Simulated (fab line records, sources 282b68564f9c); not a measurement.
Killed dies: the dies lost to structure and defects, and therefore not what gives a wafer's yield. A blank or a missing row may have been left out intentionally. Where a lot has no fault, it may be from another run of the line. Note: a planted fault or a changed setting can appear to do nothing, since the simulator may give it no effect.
A struck lot beside a sound one | flow rit-cmos | 27 out of 202 route steps
Sound: wafers L156.2, L156.3, L156.4. Wafers L147.4, L147.5, L147.6 were the ones struck. The cause is named last.
At each step with rows: each side's tool, then ch and its chambers, then its first start. Under that, the readings that differ: sound wafers | struck wafers | difference of the means | sigmas: that difference in standard deviations of wafers without a fault.
alike: same words and numbers on both sides, and readings whose means sit less than 2 such deviations apart. not compared: any withheld reading, any reading some wafer has no value for, any bound like >300 that may hide the same value, and any number with overlapping values for which the record gives no deviation.
Wherever a step has rows on one side only, a row that says differs or no value, or a row with sigmas, the two part there. When numbers do not overlap yet have no deviation, they are printed without sigmas and do not part them. Lack of a reading on every wafer of one side parts them only where that side has two or more wafers.

first, 4 steps without rows for these wafers: RIT_CONTACT_SOFTBAKE_04 (time 60 s); RIT_CONTACT_EXPOSE_05 (exposes mask M11, target cd 1000 nm); RIT_CONTACT_PEB_06; RIT_CONTACT_DEVELOP_07 (develop time 120 s).
RIT_CONTACT_CD_MEAS_08: target cd 1000 nm.
  sound on cd-sem-01 at day 8 03:31; struck on cd-sem-02 at day 6 02:53
  alike: cd-nm
RIT_CONTACT_OVL_MEAS_09:
  sound on overlay-01 at day 8 03:37; struck on overlay-01 at day 6 02:58
  alike: CONTACT_OVL
then, 1 step without rows for these wafers: RIT_CONTACT_HARDBAKE_10 (time 60 s).
RIT_CONTACT_ETCH_11: etches SiO2 in CHF3/CF4/Ar, stops on TiSi2, target depth 480 nm, time 320 s.
  sound on rie-diel-02 ch 0,2,3, day 8 03:48; struck on rie-diel-04 ch 0,1,3, day 6 03:08
  alike: drypump-motor-current-A, oes-product-au, throttle-valve-pct
  not compared: rf-hours-counter-h
RIT_CONTACT_STRIP_12: strips in O2, time 180 s.
  sound on plasma-asher-01 ch 0,1, day 8 04:00; struck on plasma-asher-03 ch 0,1, day 6 03:23
  alike: drypump-motor-current-A, rf-refl-power-W
  not compared: rf-hours-counter-h
RIT_CONTACT_CD_MEAS_90: target cd 1000 nm.
  sound on cd-sem-02 at day 8 04:11; struck on cd-sem-02 at day 6 03:34
  alike: cd-nm
then, 2 steps without rows for these wafers: RIT_CONTACT_CLEAN_13 (cleans in SC1, time 600 s); RIT_CONTACT_CLEAN_14 (cleans in SC2, time 600 s).
RIT_M1_SPUTTER_00: material Al, target thk 400 nm, time 500 s.
  sound on pvd-sputter-01 at day 8 04:38; struck on pvd-sputter-03 at day 6 03:58
  no value came back on the struck wafers for cathode-dc-power-W (W), chamber-pressure-pa (Pa), throttle-valve-pct (%); on the sound wafers cathode-dc-power-W (W) reads 1999.9 2000.0 1999.6
RIT_M1_RS_MEAS_01: the measuring method here is four-point-probe.
  sound on film-metro-04 at day 8 04:58; struck on film-metro-04 at day 6 04:19
  reading           | sound                | struck | difference                    | sigmas
  M1_AL_RS (ohm/sq) | 0.0725 0.0727 0.0725 | - - -  | no value on the struck wafers |
RIT_M1_THK_MEAS_02: measures by xrf.
  sound on film-metro-04 at day 8 05:04; struck on film-metro-04 at day 6 04:25
  reading        | sound       | struck   | difference | sigmas
  M1_AL_THK (nm) | 410 408 409 | <0 <0 <0 | differs    |
then, 6 steps without rows for these wafers: RIT_M1_HMDS_03 (prime time 60 s); RIT_M1_COAT_04 (resist thk 1300 nm); RIT_M1_SOFTBAKE_05 (time 60 s); RIT_M1_EXPOSE_06 (exposes mask M12, target cd 2600 nm); RIT_M1_PEB_07; RIT_M1_DEVELOP_08 (develop time 68 s).
RIT_M1_CD_MEAS_09: target cd 2600 nm.
  sound on cd-sem-01 at day 8 06:01; struck on cd-sem-02 at day 6 05:31
  alike: cd-nm
RIT_M1_OVL_MEAS_10:
  sound on overlay-02 at day 8 06:07; struck on overlay-01 at day 6 05:35
  alike: M1_OVL
then, 1 step without rows for these wafers: RIT_M1_HARDBAKE_11 (time 120 s).
RIT_M1_METAL_ETCH_12: etches Al in Cl2/BCl3, stops on SiO2, time 165 s, target depth 600 nm.
  sound on rie-metal-01 ch 0,1, day 8 06:24; struck on rie-metal-01 ch 0,1, day 6 05:55
  reading               | sound             | struck            | difference | sigmas
  oes-product-au (a.u.) | 0.806 0.791 0.778 | 0.327 0.335 0.340 | -0.458     | -35
  alike: drypump-motor-current-A, throttle-valve-pct
  not compared: rf-hours-counter-h
then, 1 step without rows for these wafers: RIT_M1_STRIP_13 (strips in nmp, time 600 s).
RIT_M1_PROBE_99:
  sound on prober-02 at day 8 08:43; struck on prober-01 at day 7 14:53
  reading                  | sound          | struck         | difference | sigmas
  defect-limited-yield (%) | 98.1 98.9 98.1 | 0 0 0          | -98        | -82
  killed_at_M0_to_M3       | 0 0 0          | 263 264 262    | +263       | +99 or more
  killed-dies              | 5 3 5          | 264 264 264    | +260       | +84
  killed-on-rim            | 0 0 0          | 70 70 70       | +70        | +54
  sort_bin_3_pad_short (%) | 0 0 0          | 23.5 28.0 23.1 | +24.9      | +99 or more
  sort_bin_5_function (%)  | 1.1 0.4 1.5    | 72.0 67.0 75.0 | +70.3      | +82
  sort_bin_6_memory (%)    | 0.8 0.8 0.4    | 4.5 4.9 1.9    | +3.1       | +5
  sort-n-pass              | 259 261 259    | 0 0 0          | -260       | -84
  sort-yield-pct (%)       | 98.1 98.9 98.1 | 0 0 0          | -98        | -82
  alike: killed-at-front-end, killed-open, killed-short

== WHERE THEY PART ==
Earliest at RIT_M1_SPUTTER_00; latest, in this record, at RIT_M1_PROBE_99.

WHY: what had been put in by the simulator
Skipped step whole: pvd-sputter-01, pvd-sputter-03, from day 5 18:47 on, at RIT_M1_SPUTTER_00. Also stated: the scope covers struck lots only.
